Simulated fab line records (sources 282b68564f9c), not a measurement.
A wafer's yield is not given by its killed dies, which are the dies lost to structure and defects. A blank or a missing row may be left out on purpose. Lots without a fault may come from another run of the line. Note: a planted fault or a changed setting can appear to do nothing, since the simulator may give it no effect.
Which of the tools did it? | flow rit-cmos | 7 lots, 21 wafers sampled, at 2 steps of a route of 202

## WHAT THE GAUGES READ, wafer by wafer
RIT_GATE_CD_MEAS_16 targets a cd of 150 nm.
lot  | measured    | on        | cd-nm (nm)
L722 | day 2 21:44 | cd-sem-01 | 149 148 148
L724 | day 3 09:27 | cd-sem-01 | 144 145 144
L727 | day 3 23:14 | cd-sem-01 | 150 147 148
L729 | day 4 11:04 | cd-sem-01 | 154 153 155
L731 | day 4 19:57 | cd-sem-01 | 156 155 155
L735 | day 5 14:58 | cd-sem-01 | - - -
L738 | day 6 06:39 | cd-sem-01 | - - -

## TOOL THAT RAN EACH LOT (tool first, then ch and the chambers of the sampled wafers, then the start)
lot  | RIT_GATE_EXPOSE_13
L722 | iline-stepper-01 ch 0, day 2 21:20
L724 | iline-stepper-02 ch 0, day 3 08:57
L727 | iline-stepper-01 ch 0, day 3 22:50
L729 | iline-stepper-02 ch 0, day 4 10:40
L731 | iline-stepper-02 ch 0, day 4 19:33
L735 | iline-stepper-02 ch 0, day 5 14:29
L738 | iline-stepper-02 ch 0, day 6 06:15
- RIT_GATE_EXPOSE_13: exposes mask M6, target cd 150 nm.

## THE ANSWER, worked out from the rows above alone
Rule: the usual values come from the lots themselves. Put in order of their means at a reading, lots are off if they are a third of the lots or fewer, leave a main group of 4 or more, and stand apart from it by a gap of 3 or more times the standard deviation of the main group's means; of several such gaps the widest counts. Not used: any main group whose means are identical at the precision the tables above print for the reading. Also off: a lot with no number at a reading for which 4 or more lots have one. Any other lot the step has rows for is counted as sound.
Off at RIT_GATE_CD_MEAS_16 (cd-nm): L735, L738. Without a number there: L735, L738. Mean 150 nm and standard deviation 4.1 in the main group.
A tool fits if, at a process step before that reading, it ran every lot that is off, and no sound lot after the first of them. The gauges at RIT_GATE_CD_MEAS_16 are tried like those tools. This does not decide it: 2 tools fit, namely iline-stepper-02 at RIT_GATE_EXPOSE_13 and cd-sem-01 at RIT_GATE_CD_MEAS_16.

## WHAT THE SIMULATOR HAD PUT IN
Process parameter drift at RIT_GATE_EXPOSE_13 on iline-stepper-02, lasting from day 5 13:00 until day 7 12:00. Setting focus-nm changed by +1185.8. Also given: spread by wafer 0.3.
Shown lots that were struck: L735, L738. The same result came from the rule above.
